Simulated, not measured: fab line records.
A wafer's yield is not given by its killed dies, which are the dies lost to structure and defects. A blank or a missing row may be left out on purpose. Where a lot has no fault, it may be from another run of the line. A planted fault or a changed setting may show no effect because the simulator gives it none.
A struck lot beside a sound one -- flow rit cmos -- 22 steps out of a route of 202
Sound: the wafers L891.1, L891.2, L891.3. Wafers L905.1, L905.2, L905.3 were the ones struck. At the end, the cause is stated.
At each step with rows: each side's tool, then ch and its chambers, then its first start. Under that, the readings that differ: sound wafers -- struck wafers -- difference of the means -- sigmas: that difference in standard deviations of wafers without a fault.
alike: readings with means less than 2 such deviations apart, plus words and numbers identical on both sides. not compared: withheld readings, readings lacking a value on some wafer, bounds such as >300 that could conceal the same value, and numbers that have no deviation in the record and whose values overlap.
Wherever a step has rows on one side only, a row that says differs or no value, or a row with sigmas, the two part there. Numbers that have no deviation but don't overlap get no sigmas and don't part them. A reading missing from all wafers of one side parts the sides only when that side holds two or more wafers.

first, 2 steps without rows for these wafers: RIT_NSD_HARDBAKE_07 (time 60 s); RIT_NSD_IMPLANT_08.
RIT_NSD_STRIP_09: strips in O2, time 180 s.
  sound on plasma asher-01 ch 0,1, day 5 07:27; struck on plasma asher-02 ch 0,1, day 7 21:52
  alike: drypump motor current A, o2 flow sccm
  not compared: rf hours counter h
RIT_NSD_TW_MEAS_10:
  sound on film metro-02, day 5 07:38; struck on film metro-01, day 7 22:03
  alike: NSD_TW
then, 6 steps without rows for these wafers: RIT_PSD_HMDS_00 (prime time 60 s); RIT_PSD_COAT_01 (resist thk 1000 nm); RIT_PSD_SOFTBAKE_02 (time 60 s); RIT_PSD_EXPOSE_03 (exposes mask M10, target cd 40900 nm); RIT_PSD_PEB_04; RIT_PSD_DEVELOP_05 (develop time 50 s).
RIT_PSD_OVL_MEAS_06:
  sound on overlay-01, day 5 08:32; struck on overlay-02, day 7 22:58
  alike: PSD_OVL
then, 1 step without rows for these wafers: RIT_PSD_HARDBAKE_07 (time 60 s).
RIT_PSD_IMPLANT_08:
  sound on implanter-02 ch 0, day 5 08:43; struck on implanter-03 ch 0, day 7 23:08
RIT_PSD_STRIP_09: strips in O2, time 180 s.
  sound on plasma asher-04 ch 0,1, day 5 08:52; struck on plasma asher-04 ch 0,1, day 7 23:17
  alike: drypump motor current A, o2 flow sccm
  not compared: rf hours counter h
RIT_PSD_TW_MEAS_10:
  sound on film metro-04, day 5 09:03; struck on film metro-01, day 7 23:28
reading,sound,struck,difference,sigmas
PSD_TW,3440 3440 3441,3372 3363 3354,-77,-3
then, 3 steps without rows for these wafers: RIT_SDANNEAL_CLEAN_00 (cleans in SC1, time 600 s); RIT_SDANNEAL_CLEAN_01 (cleans in dHF, time 30 s); RIT_SDANNEAL_CLEAN_02 (cleans in SC2, time 600 s).
RIT_SDANNEAL_RTA_03: time 5 s.
  sound on rtp anneal-01 ch 0, day 5 09:28; struck on rtp anneal-01 ch 0, day 7 23:55
  alike: ramp down c per s, wafer_temp_C_max
RIT_SDANNEAL_RS_MEAS_04: a four-point-probe measurement.
  sound on film metro-01, day 5 09:32; struck on film metro-02, day 7 23:58
reading,sound,struck,difference,sigmas
PSD_RS (ohm/sq),115.9 115.8 115.6,117.9 117.7 118.0,+2.1,+6
RIT_SDANNEAL_RS_MEAS_05: a four-point-probe measurement.
  sound on film metro-01, day 5 09:39; struck on film metro-02, day 8 00:05
reading,sound,struck,difference,sigmas
NSD_RS (ohm/sq),84.06 84.00 84.00,85.14 84.96 85.38,+1.14,+4
RIT_M1_PROBE_99:
  sound on prober-02, day 5 21:00; struck on prober-02, day 8 07:43
reading,sound,struck,difference,sigmas
model.etest.pmos_0p15.drive ua um range,4.121 5.253 6.112,9.269 9.495 9.809,+4.362,
model.etest.contact pplus.end ohm um,43.76 43.22 42.73,49 48.77 47.66,+5,
model.etest.diode pplus nwell.cj ff um2 range,0.01987 0.01204 0.02256,0.03778 0.0575 0.04925,+0.03002,
model.etest.pmos_0p15.vt v range,0.006026 0.006877 0.01005,0.02544 0.0214 0.02489,+0.01626,
model.etest.pmos_0p15.vt v rim less centre,0.00276 0.005365 0.007383,0.01378 0.01266 0.01204,+0.00766,
  alike: killed at contacts, killed at front end, killed dies, killed open, killed short
  not compared: model.etest.pmos_0p15.drive ua um rim less centre, model.etest.cap p gate.vfb v

## WHERE THEY PART
Last at RIT_SDANNEAL_RS_MEAS_05 as far as this record goes, first at RIT_PSD_TW_MEAS_10. Later steps at which nothing parts them and some readings are alike: RIT_M1_PROBE_99.

WHY: whatever the simulator had introduced
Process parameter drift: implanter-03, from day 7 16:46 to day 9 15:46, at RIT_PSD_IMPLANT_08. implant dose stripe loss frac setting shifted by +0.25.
